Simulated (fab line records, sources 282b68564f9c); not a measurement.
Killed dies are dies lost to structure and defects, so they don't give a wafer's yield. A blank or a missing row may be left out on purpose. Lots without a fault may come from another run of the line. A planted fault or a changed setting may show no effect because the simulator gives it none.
Split-lot experiment | flow rit_cmos | 5 lots, 23 wafers read, on a route of 202 steps

THE SPLIT
At RIT_NWELL_IMPLANT_08, the setting dose_cm2 was moved away from the recipe's 5e+13 on 9 of the 23 wafers read, by -7.3% to +5.5%. The other wafers ran this setting at the recipe's value.

FROM THE SPLIT TO THE READING: what the file shows between them, 5 steps
- RIT_NWELL_STRIP_09: strips in O2, time 180 s
- RIT_NWELL_TW_MEAS_10
- RIT_PWELL_HMDS_00: prime time 60 s
- RIT_PWELL_COAT_01: resist thk 1300 nm
- RIT_WELLDRIVE_ANNEAL_00: time 14700 s

THE READING
NWELL_RS, in ohm/sq, at RIT_WELLDRIVE_RS_MEAS_01 (measures by four-point-probe). Fault-free wafers of this fab line usually give 275.4 ohm/sq, standard deviation 0.81 ohm/sq.

wafer  | tool, chamber at the split | dose_cm2 as run | against the recipe | NWELL_RS, ohm/sq | against lot-mates on the recipe
L076.1 | implanter-04, 0            | 5e+13           | recipe             | 275.3            | -
L076.2 | implanter-04, 0            | 4.636e+13       | -7.3%              | 287.9            | +12.5
L076.3 | implanter-04, 0            | 4.636e+13       | -7.3%              | 288.1            | +12.7
L076.4 | implanter-04, 0            | 5e+13           | recipe             | 275.5            | -
L076.6 | implanter-04, 0            | 4.636e+13       | -7.3%              | 288.7            | +13.3
L079.1 | implanter-02, 0            | 4.767e+13       | -4.7%              | 282.3            | +6.7
L079.3 | implanter-02, 0            | 5e+13           | recipe             | 275.6            | -
L079.4 | implanter-02, 0            | 5e+13           | recipe             | 275.6            | -
L079.5 | implanter-02, 0            | 4.767e+13       | -4.7%              | 284.0            | +8.4
L079.6 | implanter-02, 0            | 4.767e+13       | -4.7%              | 283.9            | +8.3
L080.1 | implanter-02, 0            | 5e+13           | recipe             | 274.6            | -
L080.2 | implanter-02, 0            | 5e+13           | recipe             | 274.9            | -
L080.6 | implanter-02, 0            | 5e+13           | recipe             | 275.3            | -
L082.1 | implanter-02, 0            | 5.275e+13       | +5.5%              | 265.1            | -9.3
L082.2 | implanter-02, 0            | 5e+13           | recipe             | 275.1            | -
L082.3 | implanter-02, 0            | 5e+13           | recipe             | 273.7            | -
L082.4 | implanter-02, 0            | 5.275e+13       | +5.5%              | 265.5            | -8.9
L082.6 | implanter-02, 0            | 5.275e+13       | +5.5%              | 265.7            | -8.7
L085.1 | implanter-03, 0            | 5e+13           | recipe             | 275.3            | -
L085.2 | implanter-03, 0            | 5e+13           | recipe             | 276.3            | -
L085.3 | implanter-03, 0            | 5e+13           | recipe             | 275.8            | -
L085.4 | implanter-03, 0            | 5e+13           | recipe             | 275.7            | -
L085.6 | implanter-03, 0            | 5e+13           | recipe             | 275.6            | -

THE FIT
A straight line over all 23 wafers: NWELL_RS changes by -1.78 ohm/sq for each +1% of dose_cm2; r = -1.00; the points scatter about the line by 0.59 ohm/sq.
The same after taking each lot's own level away (the mean of its wafers on the recipe; 23 wafers): -1.7 ohm/sq for each +1%; r = -1.00; scatter 0.49 ohm/sq.
On that fit, the largest move of dose_cm2 shifts the reading by 12 ohm/sq.
The lots' own levels span 274.40 to 275.74 ohm/sq, that is 1.7 times the standard deviation above.
So the lot-to-lot level changes the slope little: the two slopes agree.
Check: with one of the wafers moved furthest among these (-7.3%) left out of the fit, the line predicts +12.5 ohm/sq for it against its lot-mates. It came out at +12.5 ohm/sq against them.

OTHER SPLITS ON THESE WAFERS
These wafers also went through other splits before the reading. Each is held against what the fit with the lots' levels taken away leaves over:
other split on the same wafers   | wafers away from the commonest value | r with NWELL_RS (lot level and that fit taken away)
RIT_ACTIVE_COAT_06 resist_thk_nm | 8                                    | +0.33
RIT_ACTIVE_HARDBAKE_12 temp_c    | 9                                    | +0.22

THE WHOLE CHAIN: every reading that the file lists as answering this split, in the file's order
step                     | what it does                 | reading  | change (the file's fit)           | r (the file's)
RIT_NWELL_TW_MEAS_10     |                              | NWELL_TW | +7.12 for each +1% of the setting | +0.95
RIT_WELLDRIVE_RS_MEAS_01 | measures by four-point-probe | NWELL_RS | -1.71 for each +1% of the setting | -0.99

THE FILE'S OWN FIT
NWELL_RS changes by -1.71 ohm/sq for each +1% of dose_cm2, r = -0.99.
